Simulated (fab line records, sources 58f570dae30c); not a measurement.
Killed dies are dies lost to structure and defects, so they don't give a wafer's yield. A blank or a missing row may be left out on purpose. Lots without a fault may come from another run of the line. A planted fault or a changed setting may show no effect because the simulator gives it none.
Problem report in the 8D (eight disciplines) form, filled by code | flow berkeley_cmos170 | the parts of the form that need people (team, actions taken, sign-off) are left out

1. THE PROBLEM
cd_nm at UCB170_GATE_CD_MEAS_12 reads a mean of 369.6 nm on 6 wafers of 2 lots; wafers without a fault read 350.1 nm with a standard deviation of 1.5. That is +13 standard deviations from the usual mean.
The step: target cd 350 nm.
First seen on wafer L268.1, day 9 01:30, on cd_sem-02. The record holds 42 wafers of 14 lots with a number at this step. Rule for "out", or "out of limits": more than 4 standard deviations from the usual mean. The other wafers with a number count as sound.

2. WHAT IT IS AND WHAT IT IS NOT
question                    | is                     | is not
which readings at this step | cd_nm                  | -
which lots                  | L268, L272             | L253, L254, L256, L258, L261, L262, L264, L265, L266, L267, L269, L274
which wafers of those lots  | all that have a number | -
read on which gauges        | cd_sem-02              | cd_sem-01
when                        | from day 9 01:30       | up to then (30 sound wafers); but 6 sound wafers of L269, L274 came after

3. SUSPECTS, AND WHAT RULES EACH OUT
Counting: a tool at a process step up to the reading stays a suspect if it ran every lot that is out and no sound lot after the first of them.
- the gauge at UCB170_GATE_CD_MEAS_12: ruled out. All the wafers that are out were read on cd_sem-02, but those of them that UCB170_GATE_SOFTBAKE_08 has rows for are out there too, on other tools.
- litho_track-02 at UCB170_GATE_SOFTBAKE_08 (time 60 s): kept. It ran every lot that is out, first L268 (day 9 00:00), and no sound lot after that; its last sound lot up to then is L266 (day 8 16:00). Its own readings are out on those wafers: heater_power_total_W, plate_temp_C.
Left after counting: litho_track-02 at UCB170_GATE_SOFTBAKE_08.

4. THE CAUSE (what the simulator had put in)
Process parameter drift: litho_track-02, from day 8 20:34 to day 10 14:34, at UCB170_GATE_SOFTBAKE_08. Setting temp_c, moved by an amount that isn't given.
Counting left only this tool.

5. THE CHAIN OF EFFECTS, in route order
Each row: a reading whose mean over the struck wafers that have a number lies more than 3 standard deviations from the usual. Only readings for which the record gives a usual standard deviation are gone through. hours: the time from each lot's start at the first step in this table that gives one to its start at this step, as a median over the lots. sigmas: the change in usual standard deviations.
hours | step                    | reading              | usual    | on struck wafers | change | sigmas
0     | UCB170_GATE_SOFTBAKE_08 | heater_power_total_W | 56.79 W  | 51.63            | -5.16  | -99 or more
0     | UCB170_GATE_SOFTBAKE_08 | plate_temp_C         | 129.99 C | 120.78           | -9.21  | -61
2     | UCB170_GATE_CD_MEAS_12  | cd_nm                | 350.1 nm | 369.6            | +19.5  | +13
The process steps in it:
- UCB170_GATE_SOFTBAKE_08: time 60 s.
Later measuring or inspecting steps at which every struck wafer that the step has a row for has a number for every such reading, and none has moved that far: UCB170_PLDD_CD_MEAS_06.

6. WHAT WOULD HAVE CAUGHT IT SOONER
In this record the first reading out of limits at a measuring or inspecting step was taken at day 9 01:30, 5 hours after the fault began at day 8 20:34.
The tool's own readings at UCB170_GATE_SOFTBAKE_08 were out on every struck wafer that the step has a row for (heater_power_total_W, plate_temp_C): an alarm limit on them would have fired on the first of those.
Of the lots that are out (2), L272 began UCB170_GATE_SOFTBAKE_08 on litho_track-02 after day 9 01:30. A hold on the tool at that time would have spared it.
